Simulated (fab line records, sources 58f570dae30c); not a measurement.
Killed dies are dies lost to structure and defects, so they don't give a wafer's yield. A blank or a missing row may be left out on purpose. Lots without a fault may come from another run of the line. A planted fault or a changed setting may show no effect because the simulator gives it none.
fab line records | flow berkeley_cmos170
record lots=15 wafers=45 last_day=11
route steps=331 shown START@5 ZERO@12 PWELL@37
lots that met no fault: from a run of the same line without faults
start_h: hours from the record's first day to the start of the lot's first wafer shown | wait_h: hours since the lot's step before | " the same as in the row above | L1.1+2: a row that stands for several wafers | - no value, or no start given | * or withheld: withheld | < > ~ a bound
route shown NAME@n: a module of which the file shows steps, and the number in the route of the first | usual: mean/standard deviation of fault-free wafers | same: alike in all rows | chamber/n: place in a boat | sites: the reading at each site | _std_site: their standard deviation | _edge_site: outer sites' mean less inner sites' | radius_mm: how far each site lies from the wafer's centre | mask NAME#n: copy n | behind: the tool/chamber that last shaped the wafer | hold: why the lot was held/for how many hours/how that ended | device: the transistor (n, p or np) that didn't switch | end of line: the same wafers' tests at the end of the route | a step without rows: its recipe alone | killed: dies lost to structure and defects at the first sort, not the wafer's yield | map: a wafer's dies, x killed, . not, _ none there
set.NAME: the setting as run; set.NAME@STEP: as run at that earlier step | model.NAME: the simulator's own value behind a step, which no gauge read
steps of the route over a sample of lots; a table a step, a row a wafer
services: from which hour (start_h, from the record's first day; less than 0 if before it) a tool's chamber was out of use, for how many hours, and why
## steps
# step UCB170_START_ANNEAL_04
# recipe temp_c=950 time_s=1200 ambient=N2
# usual spike_tc_centre_C=951.4/1.1 spike_tc_load_C=979/5.6
# columns lot.wafer tool chamber start_h wait_h spike_tc_centre_C spike_tc_load_C
L226.1 furnace-03 0 21.62 6.5 951.3 975
L226.2 " 0 " " 950.4 974
L226.4 " 0 " " 951.7 974
L227.2 furnace-01 0 26.46 4.8 950.7 972
L227.4 " 0 " " 950.5 971
L227.5 " 0 " " 951.6 973
L229.4 furnace-04 0 29.49 2.5 951.1 985
L229.5 " 0 " " 950.0 985
L229.6 " 0 " " 952.5 984
L230.1 furnace-01 - 34.81 1.2 - -
L230.3 " - " " - -
L230.5 " - " " - -
L231.1 furnace-04 - 40.54 1.7 - -
L231.3 " - " " - -
L231.5 " - " " - -
L232.2 furnace-03 - 44.63 1.2 - -
L232.5 " - " " - -
L232.6 " - " " - -
L238.2 furnace-04 0 76.35 1.7 951.6 985
L238.4 " 0 " " 950.1 984
L238.6 " 0 " " 951.3 984
L239.1 furnace-04 0 80.85 1.6 952.0 985
L239.5 " 0 " " 950.9 984
L239.6 " 0 " " 951.0 984
L240.1 furnace-04 0 84.93 1.2 950.3 986
L240.3 " 0 " " 952.4 984
L240.6 " 0 " " 952.1 985
L241.1 furnace-01 0 88.85 1.3 951.3 972
L241.5 " 0 " " 950.6 972
L241.6 " 0 " " 951.0 972
L242.2 furnace-04 0 95.43 1.0 951.7 984
L242.4 " 0 " " 951.1 984
L242.5 " 0 " " 952.5 985
L244.1 furnace-04 0 107.37 2.5 951.5 984
L244.5 " 0 " " 949.8 985
L244.6 " 0 " " 950.8 984
L245.1 furnace-01 0 115.08 4.9 951.0 971
L245.2 " 0 " " 948.7 973
L245.4 " 0 " " 950.7 972
L247.1 furnace-04 0 122.73 2.2 951.3 985
L247.2 " 0 " " 949.8 983
L247.3 " 0 " " 948.8 983
L249.2 furnace-03 0 129.93 0.7 952.1 973
L249.3 " 0 " " 953.7 976
L249.4 " 0 " " 951.9 974
# step UCB170_ZERO_ETCH_06
# recipe chemistry=CHF3/CF4/Ar target=SiO2 time_s=12 pressure_mtorr=100 rf_w=500 CHF3_flow_sccm=50 cf4_flow_sccm=10 Ar_flow_sccm=120 over_etch_frac=1.58
# usual drypump_motor_current_A=5.7/0.4 oes_product_au=0.617/0.01 throttle_valve_pct=9.17/0.13
# columns lot.wafer tool chamber start_h wait_h drypump_motor_current_A oes_product_au rf_hours_counter_h throttle_valve_pct
L226.1 rie_diel-02 2 24.17 - 5.1 0.629 157 9.09
L226.2 " 0 " " 5.4 0.608 125 9.16
L226.4 " 1 " " 6.1 0.631 16 9.00
L227.2 rie_diel-03 0 28.86 - 5.8 0.609 51 9.23
L227.4 " 2 " " 6.3 0.617 - 9.25
L227.5 " 0 " " 5.8 0.615 - 9.23
L229.4 rie_diel-02 3 32.20 - 5.6 0.628 85 9.25
L229.5 " 2 " " 5.1 0.616 - 9.11
L229.6 " 1 " " 6.1 0.634 - 8.98
L238.2 rie_diel-01 0 78.86 - 5.6 0.602 2 9.16
L238.4 " 2 " " 5.9 0.614 115 9.26
L238.6 " 0 " " 5.6 0.601 - 9.15
L239.1 rie_diel-03 3 84.00 - 4.9 0.624 0 9.23
L239.5 " 1 " " 5.4 0.608 - 9.47
L239.6 " 2 " " 6.3 0.613 - 9.24
L240.1 rie_diel-01 3 88.61 - 5.5 0.610 152 9.07
L240.3 " 1 " " 6.0 0.621 147 8.97
L240.6 " 3 " " 5.5 0.598 - 9.07
L241.1 rie_diel-02 2 91.70 - 5.1 0.626 162 9.08
L241.5 " 3 " " 5.6 0.628 - 9.25
L241.6 " 2 " " 5.1 0.628 - 9.08
L242.2 rie_diel-02 2 97.61 - 5.1 0.626 162 9.11
L242.4 " 0 " " 5.4 0.619 129 9.17
L242.5 " 0 " " 5.5 0.624 - 9.16
L244.1 rie_diel-02 3 109.54 - 5.6 0.635 89 9.25
L244.5 " 1 " " 6.1 0.630 - 8.97
L244.6 " 0 " " 5.5 0.619 - 9.16
L245.1 rie_diel-01 3 117.89 - 5.5 0.604 153 9.06
L245.2 " 2 " " 5.9 0.623 117 9.26
L245.4 " 0 " " 5.6 0.600 4 9.15
L247.1 rie_diel-02 1 125.22 - 6.1 0.635 21 9.00
L247.2 " 3 " " 5.6 0.617 90 9.26
L247.3 " 0 " " 5.4 0.613 131 9.14
L249.2 rie_diel-03 2 132.11 - 6.4 0.610 136 9.26
L249.3 " 1 " " 5.4 0.610 41 9.48
L249.4 " 3 " " 4.8 0.621 2 9.24
# step UCB170_PWELL_THK_MEAS_03
# recipe reads=SiO2_of_PWELL_OXIDATION_02
# usual PWELL_OXIDE_THK=26.2/0.48
# columns lot.wafer tool chamber start_h wait_h PWELL_OXIDE_THK[nm]
L226.1 film_metro-01 - 44.33 0.0 26.5
L226.2 " - " " 26.0
L226.4 " - " " 26.5
L227.2 film_metro-01 - 48.69 0.0 26.7
L227.4 " - " " 26.3
L227.5 " - " " 26.7
L229.4 film_metro-02 - 52.64 0.0 25.9
L229.5 " - " " 25.6
L229.6 " - " " 25.9
L238.2 film_metro-02 - 99.41 0.0 26.1
L238.4 " - " " 26.3
L238.6 " - " " 26.1
L239.1 film_metro-01 - 109.25 0.0 25.7
L239.5 " - " " 26.4
L239.6 " - " " 26.0
L240.1 film_metro-02 - 109.25 0.0 25.5
L240.3 " - " " 26.2
L240.6 " - " " 25.6
L241.1 film_metro-02 - 114.30 0.0 26.5
L241.5 " - " " 26.0
L241.6 " - " " 26.1
L242.2 film_metro-01 - 127.72 0.0 25.9
L242.4 " - " " 25.6
L242.5 " - " " 25.5
L244.1 film_metro-01 - 137.66 0.0 25.4
L244.5 " - " " 25.1
L244.6 " - " " 25.6
L245.1 film_metro-04 - 137.66 0.0 26.0
L245.2 " - " " 26.0
L245.4 " - " " 25.7
L247.1 film_metro-01 - 145.18 0.0 27.3
L247.2 " - " " 26.9
L247.3 " - " " 27.9
L249.2 film_metro-01 - 160.06 0.0 26.6
L249.3 " - " " 26.4
L249.4 " - " " 26.5
# step UCB170_PWELL_TW_MEAS_17
# usual PWELL_TW=378.5/1.7
# columns lot.wafer tool chamber start_h wait_h PWELL_TW
L226.1 film_metro-04 - 49.66 0.1 378.6
L226.2 " - " " 377.9
L226.4 " - " " 376.6
L227.2 film_metro-02 - 54.63 0.1 377.1
L227.4 " - " " 374.9
L227.5 " - " " 375.7
L229.4 film_metro-01 - 59.11 0.1 377.6
L229.5 " - " " 378.5
L229.6 " - " " 377.5
L238.2 film_metro-02 - 111.24 0.1 378.6
L238.4 " - " " 374.8
L238.6 " - " " 376.9
L240.1 film_metro-02 - 119.20 0.1 377.5
L240.3 " - " " 377.3
L240.6 " - " " 376.7
L239.1 film_metro-01 - 119.62 0.1 379.9
L239.5 " - " " 381.5
L239.6 " - " " 380.0
L241.1 film_metro-01 - 123.56 0.1 379.1
L241.5 " - " " 376.9
L241.6 " - " " 378.8
L242.2 film_metro-02 - 134.24 0.1 377.6
L242.4 " - " " 378.6
L242.5 " - " " 382.0
L244.1 film_metro-04 - 146.78 0.1 374.3
L244.5 " - " " 378.5
L244.6 " - " " 378.0
L245.1 film_metro-01 - 146.87 0.1 379.4
L245.2 " - " " 378.1
L245.4 " - " " 378.3
L247.1 film_metro-04 - 152.54 0.1 377.7
L247.2 " - " " 375.8
L247.3 " - " " 377.2
L249.2 film_metro-01 - 166.57 0.1 378.6
L249.3 " - " " 379.0
L249.4 " - " " 379.9
## services
# columns tool chamber start_h hours kind
rie_diel-03 1 6.89 5.0 repair
rie_diel-01 0 7.16 - clean
rie_diel-01 0 7.16 22.9 scheduled_down
rie_diel-01 0 7.16 22.9 vent_cycle
rie_diel-03 1 28.17 4.4 repair
rie_diel-01 2 39.81 3.4 repair
rie_diel-01 - 48.03 0.5 repair
rie_diel-03 3 59.98 - clean
rie_diel-03 3 59.98 15.3 scheduled_down
rie_diel-03 3 59.98 15.3 vent_cycle
rie_diel-02 1 86.03 10.2 repair
furnace-03 - 95.69 24.8 pm
rie_diel-01 0 96.54 6.0 repair
furnace-01 - 98.62 3.3 pm
rie_diel-03 2 108.32 1.7 repair
rie_diel-02 2 117.42 - clean
rie_diel-02 2 117.42 20.3 scheduled_down
rie_diel-02 2 117.42 20.3 vent_cycle
rie_diel-03 3 118.93 3.7 repair
furnace-03 - 120.47 2.7 pm
rie_diel-01 - 122.59 2.8 pm
furnace-04 - 131.73 3.5 pm
## key
first_sign step=UCB170_START_ANNEAL_04 reading=tool_record direction=missing
effect none on later readings
met_at UCB170_START_ANNEAL_04
struck_lots L230,L231,L232
later_rows_left_out L230.1,L230.3,L230.5,L231.1,L231.3,L231.5,L232.2,L232.5,L232.6
sort_left_out L230.1,L230.3,L230.5,L231.1,L231.3,L231.5,L232.2,L232.5,L232.6
tester_left_out L230,L231,L232
not_acting_at UCB170_ZERO_ETCH_06,UCB170_PWELL_THK_MEAS_03,UCB170_PWELL_TW_MEAS_17
onset_between 29.49 34.81
fault kind=skipped_step_whole tool=furnace-01,furnace-03,furnace-04 chamber=- onset_h=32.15 steps=UCB170_START_ANNEAL_04 scope=struck_lots_only
# tester_left_out: of these lots the tester's yield and bins aren't shown, on N5 and GAA mostly nor the transistor test; their killed dies are dies lost to structure and defects alone, not to doping, threshold or leakage, so they don't give the yield
# sort_left_out: the simulated sort isn't trusted on such a fault, so these wafers' sort isn't shown, and their yield isn't known
# later_rows_left_out: the simulator's readings of these wafers behind a module that went badly wrong aren't trusted and aren't shown, but for the sort
